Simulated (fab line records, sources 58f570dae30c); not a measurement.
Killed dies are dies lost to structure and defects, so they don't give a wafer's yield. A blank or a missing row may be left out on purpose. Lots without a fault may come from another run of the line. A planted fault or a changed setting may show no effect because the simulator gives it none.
One fault seen from 2 desks | flow berkeley_cmos170 | each desk has only its own numbers; what lay behind them comes last

THE TOOL OWNER'S DESK: wet_bench-04
The tool's own readings at UCB170_FIELD_WET_ETCH_04 (etches SiO2 in dHF, time 60 s): means of the sampled wafers that have a number, for each lot that ran on this tool. A lot is out of limits, marked OUT, if its mean lies more than 4 standard deviations from the usual mean; the brackets give that distance.
Columns: A = run_length_s at UCB170_FIELD_WET_ETCH_04, usual 86.7 s
lot  | first seen here | A
L151 | day 6 03:29     | 87.7
L153 | day 6 03:29     | 86.6
L155 | day 6 10:04     | 85.3
L159 | day 7 08:57     | 34.1 (-35) OUT
This desk's finding: out of limits on L159; first on L159, day 7 08:57 (run_length_s at UCB170_FIELD_WET_ETCH_04). In limits: L151, L153, L155.

THE METROLOGY DESK
What the gauges read, lot by lot, whatever tool the lot ran on: means of the sampled wafers that have a number. A lot is out of limits, marked OUT, if its mean lies more than 4 standard deviations from the usual mean; the brackets give that distance.
Columns: A = PFIELD_OVL at UCB170_PFIELD_OVL_MEAS_06, usual 2 nm; B = PFIELD_TW at UCB170_PFIELD_TW_MEAS_09, usual 601; C = FIELD_OXIDE_THK at UCB170_FIELD_THK_MEAS_02, usual 558 nm; D = FIELD_OXIDE_LEFT_1_THK at UCB170_FIELD_THK_MEAS_90, usual 442 nm
lot  | first seen here | A  | B   | C   | D
L153 | day 5 14:00     | 2  | 601 | 544 | 429
L151 | day 5 14:16     | -2 | 595 | 557 | 441
L155 | day 5 21:25     | 5  | 601 | 557 | 440
L154 | day 6 02:19     | 2  | 606 | 539 | 422
L159 | day 6 22:58     | -4 | 593 | 552 | 462
This desk's finding: nothing out of limits on any of the 5 lots.

PUT TOGETHER
The tool owner's desk could have raised an alarm at day 7 08:57, on L159.
The metrology desk saw nothing out of limits.
The metrology desk has L159 on record, within its limits.
Of the lots named, all ran UCB170_FIELD_WET_ETCH_04 on wet_bench-04.

WHAT THE SIMULATOR HAD PUT IN
Process parameter drift: wet_bench-04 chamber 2, from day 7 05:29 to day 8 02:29, at UCB170_FIELD_WET_ETCH_04. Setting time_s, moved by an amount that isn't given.
Lots struck among those shown: L159.
Hours from the fault's start to each desk's first reading out of limits: the tool owner's desk, 3.
